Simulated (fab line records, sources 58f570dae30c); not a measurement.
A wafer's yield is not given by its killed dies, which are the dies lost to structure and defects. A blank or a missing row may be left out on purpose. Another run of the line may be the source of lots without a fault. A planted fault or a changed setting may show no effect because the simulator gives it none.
Problem report in the 8D (eight disciplines) form, filled by code ; flow berkeley_cmos170 ; the parts of the form that need people (team, actions taken, sign-off) are left out

## 1. WHAT WENT WRONG
At UCB170_FIELD_WET_ETCH_05, run_length_s averages 20186 s over 9 wafers from 3 lots, while fault-free wafers read 12625 s, standard deviation 2. That is +99 or more standard deviations from the usual mean.
The step: etches Si3N4 in H3PO4, time 12600 s.
The first sign was on wafer L394.2 at day 8 19:29, on wet_bench-01. Wafers with a number at this step in the record: 21, from 7 lots. Rule for "out", or "out of limits": more than 4 standard deviations from the usual mean. All remaining wafers that have a number are taken as sound.

## 2. WHAT IT IS AND WHAT IT IS NOT
question;is;is not
which readings at this step;run_length_s;-
which lots;L394, L395, L396;L385, L388, L391, L392
which wafers of those lots;all that have a number;-
read on which tools;wet_bench-01;wet_bench-02
when;from day 8 19:29;up to then (12 sound wafers)

## 3. THE SUSPECTS, EACH WITH WHAT RULES IT OUT
Counting: a tool at any process step up to the reading remains a suspect when it ran all the lots that are out and ran no sound lot after the first of those.
- wet_bench-01 at UCB170_FIELD_WET_ETCH_05 (etches Si3N4 in H3PO4, time 12600 s): kept. Every lot that is out went through it, starting with L394 (day 8 19:29), and after that it ran no sound lot; the last sound lot it ran before then is L388 (day 7 05:44). Its own run_length_s readings are out on those wafers.
Left after counting: wet_bench-01 at UCB170_FIELD_WET_ETCH_05.

## 4. THE CAUSE (what the simulator had put in)
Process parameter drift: wet_bench-01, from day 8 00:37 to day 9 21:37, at UCB170_FIELD_WET_ETCH_05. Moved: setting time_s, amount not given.
The count eliminated every tool but this one.

## 5. SEQUENCE OF EFFECTS, ordered by route
Each row: a reading where the mean over the struck wafers with a number is more than 3 standard deviations away from the usual. Only readings for which the record gives a usual standard deviation are gone through. hours: the time from each lot's start at the first step in this table that gives one to its start at this step, as a median over the lots. sigmas: the change in usual standard deviations.
hours;step;reading;usual;on struck wafers;change;sigmas
0;UCB170_FIELD_WET_ETCH_05;run_length_s;12625 s;20186;+7561;+99 or more
It contains these process steps:
- UCB170_FIELD_WET_ETCH_05: etches Si3N4 in H3PO4, time 12600 s.
Later measuring or inspecting steps at which every struck wafer that the step has a row for has a number for every such reading, and none has moved that far: UCB170_FIELD_THK_MEAS_90.

## 6. HOW IT WOULD HAVE BEEN CAUGHT EARLIER
In this record no reading fell out of limits until day 8 19:29, 19 hours after the fault had begun at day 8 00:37.
